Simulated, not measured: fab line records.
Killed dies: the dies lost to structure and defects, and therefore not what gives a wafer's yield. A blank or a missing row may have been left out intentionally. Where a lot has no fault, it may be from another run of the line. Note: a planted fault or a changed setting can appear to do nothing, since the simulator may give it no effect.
Split-lot study :: flow berkeley_cmos170 :: route with 331 steps; 5 lots, 23 wafers read

== SPLIT DETAILS ==
At UCB170_V1_ETCH_14 (etches SiO2 in CHF3/CF4/Ar, stops on Al, target depth 1250 nm, time 291 s), the setting time_s was moved away from the recipe's 291 s on 7 of the 23 wafers read, by -11.3% to +10.1%. The other wafers ran this setting at the recipe's value.

Reading taken at the split's own step.

== THE READING ==
KrF_of_V1_COAT_07.thk_nm (the simulator's own value, which no gauge read), in nm, at UCB170_V1_ETCH_14 (etches SiO2 in CHF3/CF4/Ar, stops on Al, target depth 1250 nm, time 291 s). No usual value for it is given in the file. Average 615.7 nm, standard deviation 6.2 nm, over the 16 wafers here run with the recipe.

wafer: L076.1
tool, chamber at the split: rie_diel-04, 2
time_s as run, s: 320.3
against the recipe: +10.1%
KrF_of_V1_COAT_07.thk_nm, nm: 587.7
against lot-mates on the recipe: -27.6

wafer: L076.2
tool, chamber at the split: rie_diel-04, 1
time_s as run, s: 320.3
against the recipe: +10.1%
KrF_of_V1_COAT_07.thk_nm, nm: 593
against lot-mates on the recipe: -22.3

wafer: L076.4
tool, chamber at the split: rie_diel-04, 3
time_s as run, s: 291
against the recipe: recipe
KrF_of_V1_COAT_07.thk_nm, nm: 611.1
against lot-mates on the recipe: -

wafer: L076.5
tool, chamber at the split: rie_diel-04, 1
time_s as run, s: 291
against the recipe: recipe
KrF_of_V1_COAT_07.thk_nm, nm: 620.3
against lot-mates on the recipe: -

wafer: L076.6
tool, chamber at the split: rie_diel-04, 2
time_s as run, s: 291
against the recipe: recipe
KrF_of_V1_COAT_07.thk_nm, nm: 614.4
against lot-mates on the recipe: -

wafer: L078.1
tool, chamber at the split: rie_diel-04, 1
time_s as run, s: 291
against the recipe: recipe
KrF_of_V1_COAT_07.thk_nm, nm: 626.8
against lot-mates on the recipe: -

wafer: L078.3
tool, chamber at the split: rie_diel-04, 3
time_s as run, s: 291
against the recipe: recipe
KrF_of_V1_COAT_07.thk_nm, nm: 616.9
against lot-mates on the recipe: -

wafer: L078.4
tool, chamber at the split: rie_diel-04, 0
time_s as run, s: 291
against the recipe: recipe
KrF_of_V1_COAT_07.thk_nm, nm: 620.9
against lot-mates on the recipe: -

wafer: L078.5
tool, chamber at the split: rie_diel-04, 1
time_s as run, s: 291
against the recipe: recipe
KrF_of_V1_COAT_07.thk_nm, nm: 628.3
against lot-mates on the recipe: -

wafer: L078.6
tool, chamber at the split: rie_diel-04, 2
time_s as run, s: 291
against the recipe: recipe
KrF_of_V1_COAT_07.thk_nm, nm: 620.8
against lot-mates on the recipe: -

wafer: L084.1
tool, chamber at the split: rie_diel-01, 2
time_s as run, s: 291
against the recipe: recipe
KrF_of_V1_COAT_07.thk_nm, nm: 613.8
against lot-mates on the recipe: -

wafer: L084.3
tool, chamber at the split: rie_diel-01, 1
time_s as run, s: 291
against the recipe: recipe
KrF_of_V1_COAT_07.thk_nm, nm: 606.4
against lot-mates on the recipe: -

wafer: L084.6
tool, chamber at the split: rie_diel-01, 2
time_s as run, s: 291
against the recipe: recipe
KrF_of_V1_COAT_07.thk_nm, nm: 610.2
against lot-mates on the recipe: -

wafer: L082.1
tool, chamber at the split: rie_diel-01, 1
time_s as run, s: 291
against the recipe: recipe
KrF_of_V1_COAT_07.thk_nm, nm: 607.6
against lot-mates on the recipe: -

wafer: L082.2
tool, chamber at the split: rie_diel-01, 2
time_s as run, s: 258.2
against the recipe: -11.3%
KrF_of_V1_COAT_07.thk_nm, nm: 642.2
against lot-mates on the recipe: +33.0

wafer: L082.3
tool, chamber at the split: rie_diel-01, 3
time_s as run, s: 291
against the recipe: recipe
KrF_of_V1_COAT_07.thk_nm, nm: 610.8
against lot-mates on the recipe: -

wafer: L082.4
tool, chamber at the split: rie_diel-01, 0
time_s as run, s: 258.2
against the recipe: -11.3%
KrF_of_V1_COAT_07.thk_nm, nm: 644.3
against lot-mates on the recipe: +35.1

wafer: L082.5
tool, chamber at the split: rie_diel-01, 3
time_s as run, s: 258.2
against the recipe: -11.3%
KrF_of_V1_COAT_07.thk_nm, nm: 647.6
against lot-mates on the recipe: +38.4

wafer: L083.1
tool, chamber at the split: rie_diel-04, 2
time_s as run, s: 270.4
against the recipe: -7.1%
KrF_of_V1_COAT_07.thk_nm, nm: 634.7
against lot-mates on the recipe: +20.6

wafer: L083.2
tool, chamber at the split: rie_diel-04, 0
time_s as run, s: 291
against the recipe: recipe
KrF_of_V1_COAT_07.thk_nm, nm: 611.4
against lot-mates on the recipe: -

wafer: L083.3
tool, chamber at the split: rie_diel-04, 3
time_s as run, s: 291
against the recipe: recipe
KrF_of_V1_COAT_07.thk_nm, nm: 613.8
against lot-mates on the recipe: -

wafer: L083.5
tool, chamber at the split: rie_diel-04, 0
time_s as run, s: 291
against the recipe: recipe
KrF_of_V1_COAT_07.thk_nm, nm: 617.2
against lot-mates on the recipe: -

wafer: L083.6
tool, chamber at the split: rie_diel-04, 1
time_s as run, s: 270.4
against the recipe: -7.1%
KrF_of_V1_COAT_07.thk_nm, nm: 640
against lot-mates on the recipe: +25.9

FIT RESULTS
A straight line over all 23 wafers: KrF_of_V1_COAT_07.thk_nm changes by -2.62 nm for each +1% of time_s; r = -0.93; the points scatter about the line by 5.7 nm.
The same after taking each lot's own level away (the mean of its wafers on the recipe; 23 wafers): -2.93 nm for each +1%; r = -0.98; scatter 3.6 nm.
That fit puts the effect of the largest move of time_s on the reading at 33 nm.
Across the lots, their own levels run from 609.20 to 622.74 nm, a range of 2.2 times the standard deviation given above.
So the lot-to-lot level changes the slope: the two fits differ.
Check: for one of the wafers moved furthest among these (-11.3%), held out of the fit, the line's prediction against its lot-mates is +34.2 nm. It came out at +33 nm against them.

== OTHER SPLITS ON THESE WAFERS ==
Other splits were also applied to these wafers ahead of the reading. Each is held against what the fit with the lots' levels taken away leaves over:
other split on the same wafers: UCB170_CONTACT_EXPOSE_12 dose_mj
wafers away from the commonest value: 9
r with KrF_of_V1_COAT_07.thk_nm (lot level and that fit taken away): +0.16

== THE WHOLE CHAIN: every reading that the file lists as answering this split, in the file's order ==
step: UCB170_V1_ETCH_14
what it does: etches SiO2 in CHF3/CF4/Ar, stops on Al, target depth 1250 nm, time 291 s
reading: KrF_of_V1_COAT_07.thk_nm (the simulator's own value, which no gauge read)
change (the file's fit): -2.93 nm for each +1% of the setting
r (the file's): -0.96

step: UCB170_V1_STRIP_15
what it does: strips in O2
reading: strip_time_to_endpoint_s
change (the file's fit): withheld for each +1% of the setting
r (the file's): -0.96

== FILE'S OWN FIT ==
KrF_of_V1_COAT_07.thk_nm changes by -2.93 nm for each +1% of time_s, r = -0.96.
